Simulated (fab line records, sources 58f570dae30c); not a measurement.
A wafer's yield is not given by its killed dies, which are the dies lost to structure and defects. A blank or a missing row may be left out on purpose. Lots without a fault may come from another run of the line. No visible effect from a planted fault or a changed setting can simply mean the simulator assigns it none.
Which tool is to blame? :: flow berkeley-cmos170 :: 21 wafers from 7 lots sampled at 2 of the route's 331 steps

WHAT THE GAUGES READ, wafer by wafer
UCB170_SDANNEAL_RS_MEAS_04: the measuring method here is four-point-probe.
lot: L192
measured: day 7 17:19
on: film-metro-02
PLDD_RS (ohm/sq): 1033 1037 1034

lot: L193
measured: day 7 17:59
on: film-metro-02
PLDD_RS (ohm/sq): 1036 1037 1040

lot: L196
measured: day 8 04:07
on: film-metro-03
PLDD_RS (ohm/sq): 1033 1036 1034

lot: L197
measured: day 8 19:46
on: film-metro-02
PLDD_RS (ohm/sq): 1034 1034 1032

lot: L199
measured: day 9 16:07
on: film-metro-04
PLDD_RS (ohm/sq): 1034 1030 1031

lot: L209
measured: day 11 14:38
on: film-metro-02
PLDD_RS (ohm/sq): 1029 1030 1030

lot: L210
measured: day 11 21:25
on: film-metro-04
PLDD_RS (ohm/sq): 901 901 903

TOOL THAT RAN EACH LOT (tool first, then ch and the chambers of the sampled wafers, then the start)
lot: L192
UCB170_SPACER_ANNEAL_02: furnace-01 ch 0, day 7 11:14

lot: L193
UCB170_SPACER_ANNEAL_02: furnace-01 ch 0, day 7 11:14

lot: L196
UCB170_SPACER_ANNEAL_02: furnace-01 ch 0, day 7 19:50

lot: L197
UCB170_SPACER_ANNEAL_02: furnace-01 ch 0, day 8 13:59

lot: L199
UCB170_SPACER_ANNEAL_02: furnace-01 ch 0, day 9 09:01

lot: L209
UCB170_SPACER_ANNEAL_02: furnace-02 ch 0, day 11 07:53

lot: L210
UCB170_SPACER_ANNEAL_02: furnace-01 ch 0, day 11 13:53
- UCB170_SPACER_ANNEAL_02: time 1800 s.

THE ANSWER, worked out from the rows above alone
Rule: what is usual is taken from the lots themselves. Put in order of their means at a reading, lots are off if they are a third of the lots or fewer, leave a main group of 4 or more, and stand apart from it by a gap of 3 or more times the standard deviation of the main group's means; of several such gaps the widest counts. A main group whose means are all the same, to the digits that the tables above print for the reading, isn't used. A lot without any number at a reading at which 4 lots or more have one is off too. The other lots that the step has rows for count as sound.
Off: at UCB170_SDANNEAL_RS_MEAS_04 (PLDD_RS), L210. The main group: mean 1034 ohm/sq, standard deviation 2.5.
If a tool, at a process step before that reading, ran all the lots that are off and no sound lot after the first of them, it fits. Those tools and the gauges at UCB170_SDANNEAL_RS_MEAS_04 are tried in the same way. Undecided on this evidence; 2 tools fit (furnace-01 at UCB170_SPACER_ANNEAL_02, film-metro-04 at UCB170_SDANNEAL_RS_MEAS_04).

WHAT THE SIMULATOR HAD PUT IN
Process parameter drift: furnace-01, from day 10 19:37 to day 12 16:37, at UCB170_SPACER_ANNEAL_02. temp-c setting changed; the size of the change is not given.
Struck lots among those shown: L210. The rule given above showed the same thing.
